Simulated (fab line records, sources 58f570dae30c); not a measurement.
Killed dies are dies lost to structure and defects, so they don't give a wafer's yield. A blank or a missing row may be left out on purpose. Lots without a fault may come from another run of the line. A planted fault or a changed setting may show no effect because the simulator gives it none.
A struck lot beside a sound one | flow berkeley_cmos170 | 14 steps out of a route of 331
Sound: wafers L805.2, L805.3, L805.5. Struck: wafers L812.1, L812.2, L812.3. The cause comes at the end.
At each step with rows: each side's tool, then ch and its chambers, then its first start. Under that, the readings that differ: sound wafers | struck wafers | difference of the means | sigmas: that difference in standard deviations of wafers without a fault.
alike: readings whose means differ by less than 2 such deviations, and words and numbers that are the same on both sides. not compared: withheld readings, readings that some wafer has no value for, bounds like >300 that may hide the same value, and numbers for which the record gives no deviation and whose values overlap.
The two part at a step that has a row with sigmas, a row that says differs or no value, or rows on one side only. Numbers that don't overlap but have no deviation are shown without sigmas and don't part them. A reading that every wafer of one side lacks parts them only if that side has two wafers or more.

UCB170_M2_CD_MEAS_90: target cd 700 nm.
  sound on cd_sem-01, day 7 14:20; struck on cd_sem-02, day 9 09:49
  alike: cd_nm
UCB170_V2_CVD_00: deposits SiO2 from TEOS/O2, target thk 2000 nm, time 250 s.
  sound on pecvd-02 ch 0,1, day 7 14:26; struck on pecvd-01 ch 0,1,2, day 9 09:56
  alike: heater_power_w
UCB170_V2_THK_MEAS_01:
  sound on film_metro-02, day 7 14:36; struck on film_metro-02, day 9 10:06
  alike: V2_TEOS_THK
UCB170_V2_CMP_02: polishes SiO2.
  sound on cmp-02 ch 1,2,3, day 7 14:49; struck on cmp-01 ch 0,2,3, day 9 10:10
  alike: motor_current_A
UCB170_V2_BOW_MEAS_03:
  sound on film_metro-02, day 7 15:02; struck on film_metro-04, day 9 10:28
  alike: V2_BOW
UCB170_V2_THK_MEAS_04:
  sound on film_metro-02, day 7 15:09; struck on film_metro-04, day 9 10:35
  alike: V2_POLISHED_THK
then, 6 steps without rows for these wafers: UCB170_V2_CLEAN_05 (cleans in DIW); UCB170_V2_HMDS_06 (prime time 60 s); UCB170_V2_COAT_07 (resist thk 900 nm); UCB170_V2_SOFTBAKE_08 (time 60 s); UCB170_V2_EXPOSE_09 (exposes mask VIA2, target cd 700 nm); UCB170_V2_PEB_10.
UCB170_V2_DEVELOP_11: develop time 45 s.
  sound on litho_track-01 ch 0, day 7 16:00; struck on litho_track-03, day 9 11:00
  no value came back on the struck wafers for chill_plate_temp_C (C), develop_time_s (s), developer_temp_C (C); on the sound wafers chill_plate_temp_C (C) reads 23.06 23.22 23.03
  reading                             | sound             | struck          | difference | sigmas
  model.KrF_of_V2_COAT_07.thk_nm (nm) | 886.4 888.3 885.5 | 898.6 895 895.5 | +9.6       |
UCB170_V2_CD_MEAS_12: target cd 700 nm.
  sound on cd_sem-01, day 7 16:40; struck on cd_sem-02, day 9 12:05
  reading    | sound             | struck | difference                    | sigmas
  cd_nm (nm) | 699.5 698.8 698.9 | - - -  | no value on the struck wafers |

WHERE THEY PART
First at UCB170_V2_DEVELOP_11; last, within this record, at UCB170_V2_CD_MEAS_12.

WHY: what the simulator had put in
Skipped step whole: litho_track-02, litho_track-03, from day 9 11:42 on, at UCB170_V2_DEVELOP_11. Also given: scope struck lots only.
